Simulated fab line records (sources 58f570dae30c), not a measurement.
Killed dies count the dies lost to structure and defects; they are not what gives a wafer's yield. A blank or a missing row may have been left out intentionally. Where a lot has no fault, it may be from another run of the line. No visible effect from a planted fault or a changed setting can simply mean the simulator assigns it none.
What tool caused it? ; flow berkeley-cmos170 ; 14 lots, 42 wafers sampled, at 7 steps of a route of 331

WHAT THE GAUGES SHOWED, per wafer
UCB170_PLDD_TW_MEAS_11.
lot;measured;on;PLDD_TW
L479;day 6 02:13;film-metro-01;1010 1003 1012
L478;day 6 02:29;film-metro-03;1012 1016 1017
L481;day 6 17:02;film-metro-01;1008 1013 1018
L480;day 6 17:21;film-metro-04;1005 1005 1004
L482;day 7 06:44;film-metro-01;1004 1004 1007
L483;day 7 07:08;film-metro-03;1022 1016 1021
L484;day 7 17:53;film-metro-01;1005 1008 1007
L485;day 8 08:34;film-metro-04;1009 1008 1013
L486;day 8 08:54;film-metro-01;1011 1011 1012
L488;day 8 16:53;film-metro-01;1004 1011 1011
L491;day 9 00:40;film-metro-03;1015 1016 1013
L493;day 9 09:52;film-metro-04;1004 1005 999
L494;day 9 19:04;film-metro-04;1004 1003 999
L495;day 9 19:11;film-metro-01;1004 999 1000

UCB170_NSD_TW_MEAS_10.
lot;measured;on;NSD_TW
L479;day 6 11:41;film-metro-04;4186 4179 4152
L478;day 6 11:56;film-metro-01;4156 4178 4170
L481;day 7 04:31;film-metro-04;4133 4137 4158
L480;day 7 04:42;film-metro-03;4232 4233 4212
L482;day 7 17:10;film-metro-04;4157 4168 4174
L483;day 7 17:20;film-metro-01;4195 4187 4199
L484;day 8 06:28;film-metro-04;4188 4170 4185
L485;day 8 18:49;film-metro-04;4183 4169 4142
L486;day 8 19:08;film-metro-03;4190 4185 4183
L488;day 9 03:39;film-metro-01;4155 4142 4145
L491;day 9 12:50;film-metro-04;4181 4180 4156
L493;day 9 19:38;film-metro-04;4019 4036 4043
L494;day 10 08:55;film-metro-04;4155 4169 4163
L495;day 10 09:11;film-metro-01;4033 4043 4022

UCB170_SDANNEAL_RS_MEAS_03: a four-point-probe measurement.
lot;measured;on;NSD_RS (ohm/sq)
L479;day 6 13:13;film-metro-04;37.24 37.27 37.27
L478;day 6 15:50;film-metro-03;37.45 37.37 37.34
L481;day 7 05:53;film-metro-01;37.15 37.11 37.21
L480;day 7 06:07;film-metro-04;37.30 37.20 37.27
L482;day 7 18:22;film-metro-03;37.27 37.33 37.35
L483;day 7 18:32;film-metro-04;37.16 37.21 37.30
L484;day 8 07:46;film-metro-04;37.29 37.18 37.25
L485;day 8 20:13;film-metro-03;37.25 37.20 37.26
L486;day 8 20:25;film-metro-04;37.15 37.16 37.16
L488;day 9 05:02;film-metro-04;37.21 37.17 37.26
L491;day 9 14:17;film-metro-04;37.11 37.23 37.31
L493;day 9 21:40;film-metro-01;43.58 43.85 43.59
L494;day 10 10:34;film-metro-04;37.24 37.21 37.17
L495;day 10 10:34;film-metro-03;43.98 44.12 44.03

UCB170_SILICIDE_THK_MEAS_03: measures by xrf.
lot;measured;on;SILICIDE_TI_THK (nm)
L479;day 6 13:47;film-metro-03;29.5 29.6 29.3
L478;day 6 16:24;film-metro-04;30.7 30.7 30.8
L481;day 7 06:28;film-metro-03;29.5 29.6 29.7
L480;day 7 06:40;film-metro-03;29.3 29.6 29.6
L482;day 7 18:57;film-metro-02;29.7 30.5 29.8
L483;day 7 19:07;film-metro-03;30.0 29.8 29.9
L484;day 8 08:21;film-metro-02;30.2 29.9 30.1
L485;day 8 20:48;film-metro-02;30.1 30.5 30.5
L486;day 8 20:59;film-metro-04;30.1 30.3 30.4
L488;day 9 05:36;film-metro-03;29.7 29.9 29.8
L491;day 9 14:51;film-metro-03;30.6 30.4 30.7
L493;day 9 22:14;film-metro-02;30.5 30.3 30.6
L494;day 10 11:08;film-metro-02;31.4 31.4 31.3
L495;day 10 11:08;film-metro-04;29.9 30.3 30.2

EACH LOT AND THE TOOL THAT RAN IT (in order: tool; ch and the chambers of the sampled wafers; start)
lot;UCB170_NSD_IMPLANT_08;UCB170_NSD_STRIP_09;UCB170_BACKSIDE_STRIP_03
L479;implanter-04 ch 0, day 6 11:28;plasma-asher-03 ch 0,1, day 6 11:35;plasma-asher-01 ch 0, day 6 12:22
L478;implanter-02 ch 0, day 6 11:42;plasma-asher-03 ch 0,1, day 6 11:49;plasma-asher-03 ch 0, day 6 12:53
L481;implanter-04 ch 0, day 7 04:16;plasma-asher-04 ch 0,1, day 7 04:25;plasma-asher-01 ch 0,1, day 7 05:20
L480;implanter-02 ch 0, day 7 04:28;plasma-asher-01 ch 0,1, day 7 04:35;plasma-asher-03 ch 0,1, day 7 05:25
L482;implanter-03 ch 0, day 7 16:55;plasma-asher-03 ch 0,1, day 7 17:04;plasma-asher-02 ch 0,1, day 7 17:51
L483;implanter-02 ch 0, day 7 17:05;plasma-asher-04 ch 0,1, day 7 17:14;plasma-asher-03 ch 0, day 7 18:01
L484;implanter-04 ch 0, day 8 06:13;plasma-asher-03 ch 0,1, day 8 06:22;plasma-asher-02 ch 0,1, day 8 07:10
L485;implanter-04 ch 0, day 8 18:34;plasma-asher-03 ch 0,1, day 8 18:43;plasma-asher-03 ch 0, day 8 19:32
L486;implanter-04 ch 0, day 8 18:53;plasma-asher-01 ch 0,1, day 8 19:02;plasma-asher-01 ch 0,1, day 8 19:53
L488;implanter-02 ch 0, day 9 03:24;plasma-asher-01 ch 0,1, day 9 03:33;plasma-asher-01 ch 0,1, day 9 04:29
L491;implanter-02 ch 0, day 9 12:37;plasma-asher-03 ch 0,1, day 9 12:44;plasma-asher-03 ch 0,1, day 9 13:46
L493;implanter-02 ch 0, day 9 19:25;plasma-asher-03 ch 0,1, day 9 19:32;plasma-asher-03 ch 0,1, day 9 21:08
L494;implanter-04 ch 0, day 10 08:40;plasma-asher-01 ch 1, day 10 08:48;plasma-asher-01 ch 1, day 10 09:35
L495;implanter-02 ch 0, day 10 08:57;plasma-asher-03 ch 0,1, day 10 09:04;plasma-asher-02 ch 0,1, day 10 09:52
- UCB170_NSD_IMPLANT_08
- UCB170_NSD_STRIP_09: strips in O2.
- UCB170_BACKSIDE_STRIP_03: strips in O2.

AS READ BY THE TOOLS THEMSELVES (means over the sampled wafers that have a number; for cases with no such wafer, the mark the record gives instead)
UCB170_NSD_IMPLANT_08.
lot;tool;dose-ions-cm2;end-station-pressure-torr (Torr);faraday-current-uA
L479;implanter-04;3e+15;1.28e-05;9218
L478;implanter-02;3e+15;1.26e-05;9184
L481;implanter-04;3e+15;1.24e-05;9410
L480;implanter-02;3e+15;1.28e-05;9477
L482;implanter-03;3e+15;1.20e-05;9251
L483;implanter-02;3e+15;1.26e-05;9187
L484;implanter-04;3e+15;1.26e-05;9205
L485;implanter-04;3e+15;1.29e-05;9120
L486;implanter-04;3e+15;1.18e-05;9237
L488;implanter-02;3e+15;1.28e-05;9291
L491;implanter-02;3e+15;1.22e-05;9185
L493;implanter-02;2e+15;1.03e-05;6794
L494;implanter-04;3e+15;1.27e-05;9267
L495;implanter-02;2e+15;1.03e-05;6873

UCB170_NSD_STRIP_09.
lot;tool;drypump-motor-current-A (A);oes-product-au (a.u.);strip-time-to-endpoint-s (s)
L479;plasma-asher-03;5.54;0.533;35.72
L478;plasma-asher-03;5.58;0.537;35.77
L481;plasma-asher-04;5.42;0.530;35.90
L480;plasma-asher-01;5.29;0.536;35.81
L482;plasma-asher-03;5.60;0.541;35.75
L483;plasma-asher-04;5.43;0.531;35.71
L484;plasma-asher-03;5.59;0.536;35.73
L485;plasma-asher-03;5.61;0.529;35.76
L486;plasma-asher-01;5.29;0.533;35.75
L488;plasma-asher-01;5.28;0.528;35.79
L491;plasma-asher-03;5.60;0.541;35.83
L493;plasma-asher-03;5.54;0.562;33.07
L494;plasma-asher-01;5.19;0.531;35.85
L495;plasma-asher-03;5.55;0.561;33.03

UCB170_BACKSIDE_STRIP_03.
lot;tool;drypump-motor-current-A (A);oes-product-au (a.u.);strip-time-to-endpoint-s (s)
L479;plasma-asher-01;5.5;0.732;21.85
L478;plasma-asher-03;5.6;0.733;21.97
L481;plasma-asher-01;5.4;0.735;21.96
L480;plasma-asher-03;5.6;0.737;21.99
L482;plasma-asher-02;6.3;0.736;21.85
L483;plasma-asher-03;5.6;0.732;21.93
L484;plasma-asher-02;6.0;0.737;21.91
L485;plasma-asher-03;5.6;0.734;22.04
L486;plasma-asher-01;5.4;0.736;22.06
L488;plasma-asher-01;5.3;0.733;21.91
L491;plasma-asher-03;5.5;0.736;21.89
L493;plasma-asher-03;5.6;0.733;22.00
L494;plasma-asher-01;5.2;0.735;21.96
L495;plasma-asher-02;6.3;0.734;21.95

THE ANSWER, worked out from the rows above alone
Rule: the usual values come from the lots themselves. The widest of any qualifying gaps counts: lots, ordered by their means at a reading, are off when they make up no more than a third of the lots, leave a main group of 4 or more, and stand apart from it by 3 or more times the standard deviation of that group's means. Not used: any main group whose means are identical at the precision the tables above print for the reading. A lot without any number at a reading at which 4 lots or more have one is off too. Any other lot the step has rows for is counted as sound. Order of review: gauges by route order, followed by the tools' own readings, for which a lot's mean as printed above is used. At the first step where some lot is off, the reading lying furthest off is the one used; lots without a number count as furthest.
Off: L493, L495, at UCB170_NSD_TW_MEAS_10 (NSD_TW). Mean 4174 and standard deviation 21 in the main group.
A tool fits if, at a process step before that reading, it ran every lot that is off, and no sound lot after the first of them. The gauges at UCB170_NSD_TW_MEAS_10 aren't tried: what is off there is off at UCB170_NSD_IMPLANT_08 too, on other tools, and a gauge's error can't cause that. Can't be told from this: 2 tools fit, implanter-02 at UCB170_NSD_IMPLANT_08, plasma-asher-03 at UCB170_NSD_STRIP_09.

WHAT WAS PUT IN BY THE SIMULATOR
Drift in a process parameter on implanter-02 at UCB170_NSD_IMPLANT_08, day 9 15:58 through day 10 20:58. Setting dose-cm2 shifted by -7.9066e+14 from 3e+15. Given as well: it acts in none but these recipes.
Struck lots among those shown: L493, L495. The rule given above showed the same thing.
